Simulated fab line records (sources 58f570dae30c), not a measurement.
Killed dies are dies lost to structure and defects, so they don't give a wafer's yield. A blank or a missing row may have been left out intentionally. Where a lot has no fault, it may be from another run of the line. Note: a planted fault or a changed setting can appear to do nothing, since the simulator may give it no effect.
Lot-split experiment | flow berkeley_cmos170 | 23 wafers read from 5 lots, route of 331 steps

THE SPLIT
At UCB170_NSD_IMPLANT_08, the setting energy_kev was moved away from the recipe's 40 on 4 of the 23 wafers read, by -3.4% to -3.0%. For the rest of the wafers, this setting stayed at what the recipe calls for.

FROM THE SPLIT TO THE READING: what the file shows between them, 3 steps
- UCB170_NSD_STRIP_09: strips in O2
- UCB170_NSD_CLEAN_11: cleans in SPM, time 600 s
- UCB170_SDANNEAL_RTA_01: time 5 s

THE READING
Measured at UCB170_SDANNEAL_RS_MEAS_03 by four-point probe: NSD_RS, in ohm/sq. A value of 37.28 ohm/sq with a standard deviation of 0.071 ohm/sq is what fault-free wafers of this fab line usually give.

wafer  | tool, chamber at the split | energy_kev as run | against the recipe | NSD_RS, ohm/sq | against lot-mates on the recipe
L076.1 | implanter-02, 0            | 40                | recipe             | 37.29          | -
L076.2 | implanter-02, 0            | 40                | recipe             | 37.40          | -
L076.3 | implanter-02, 0            | 40                | recipe             | 37.36          | -
L076.4 | implanter-02, 0            | 40                | recipe             | 37.34          | -
L076.6 | implanter-02, 0            | 40                | recipe             | 37.32          | -
L077.1 | implanter-02, 0            | 40                | recipe             | 37.17          | -
L077.2 | implanter-02, 0            | 40                | recipe             | 37.23          | -
L077.4 | implanter-02, 0            | 40                | recipe             | 37.24          | -
L077.5 | implanter-02, 0            | 40                | recipe             | 37.20          | -
L077.6 | implanter-02, 0            | 40                | recipe             | 37.20          | -
L078.1 | implanter-04, 0            | 40                | recipe             | 37.40          | -
L078.2 | implanter-04, 0            | 38.64             | -3.4%              | 37.68          | +0.29
L078.4 | implanter-04, 0            | 40                | recipe             | 37.37          | -
L078.5 | implanter-04, 0            | 40                | recipe             | 37.39          | -
L078.6 | implanter-04, 0            | 38.64             | -3.4%              | 37.92          | +0.53
L082.1 | implanter-03, 0            | 40                | recipe             | 37.11          | -
L082.3 | implanter-03, 0            | 40                | recipe             | 37.21          | -
L082.4 | implanter-03, 0            | 40                | recipe             | 37.14          | -
L083.1 | implanter-04, 0            | 40                | recipe             | 37.33          | -
L083.3 | implanter-04, 0            | 40                | recipe             | 37.23          | -
L083.4 | implanter-04, 0            | 40                | recipe             | 37.21          | -
L083.5 | implanter-04, 0            | 38.8              | -3.0%              | 37.65          | +0.39
L083.6 | implanter-04, 0            | 38.8              | -3.0%              | 37.64          | +0.38

FIT RESULTS
A straight line over all 23 wafers: NSD_RS changes by -0.142 ohm/sq for each +1% of energy_kev; r = -0.89; the points scatter about the line by 0.095 ohm/sq.
The same after taking each lot's own level away (the mean of its wafers on the recipe; 23 wafers): -0.125 ohm/sq for each +1%; r = -0.95; scatter 0.05 ohm/sq.
That fit puts the effect of the largest move of energy_kev on the reading at 0.42 ohm/sq.
Measured against the standard deviation above, the lots' own levels, which go from 37.153 to 37.387 ohm/sq, span 3.3 times it.
Hence the slope depends on the lot-to-lot level, as the two fits are not the same.
Check: +0.477 ohm/sq against its lot-mates is what the line predicts for one of the wafers moved furthest among these (-3.4%) when that wafer is left out of the fit. It came out at +0.293 ohm/sq against them.

THESE WAFERS: OTHER SPLITS
These wafers also went through other splits before the reading. Each is held against what the fit with the lots' levels taken away leaves over:
other split on the same wafers    | wafers away from the commonest value | r with NSD_RS (lot level and that fit taken away)
UCB170_PLDD_EXPOSE_03 dose_mj     | 11                                   | -0.15
UCB170_NLDD_COAT_01 resist_thk_nm | 11                                   | -0.32
UCB170_NLDD_IMPLANT_08 energy_kev | 8                                    | -0.08
UCB170_PSD_EXPOSE_03 dose_mj      | 8                                    | -0.03

THE WHOLE CHAIN: every reading that the file lists as answering this split, in the file's order
step                       | what it does                 | reading                                                         | change (the file's fit)               | r (the file's)
UCB170_NSD_IMPLANT_08      |                              | implant.rp_nm (the simulator's own value, which no gauge read)  | +0.475 nm for each +1% of the setting | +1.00
UCB170_NSD_IMPLANT_08      |                              | implant.drp_nm (the simulator's own value, which no gauge read) | +0.18 nm for each +1% of the setting  | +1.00
UCB170_NSD_STRIP_09        | strips in O2                 | strip_time_to_endpoint_s                                        | withheld for each +1% of the setting  | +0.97
UCB170_SDANNEAL_RS_MEAS_03 | measures by four-point-probe | NSD_RS                                                          | -0.125 for each +1% of the setting    | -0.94

FILE'S OWN FIT
NSD_RS changes by -0.125 ohm/sq for each +1% of energy_kev, r = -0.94.
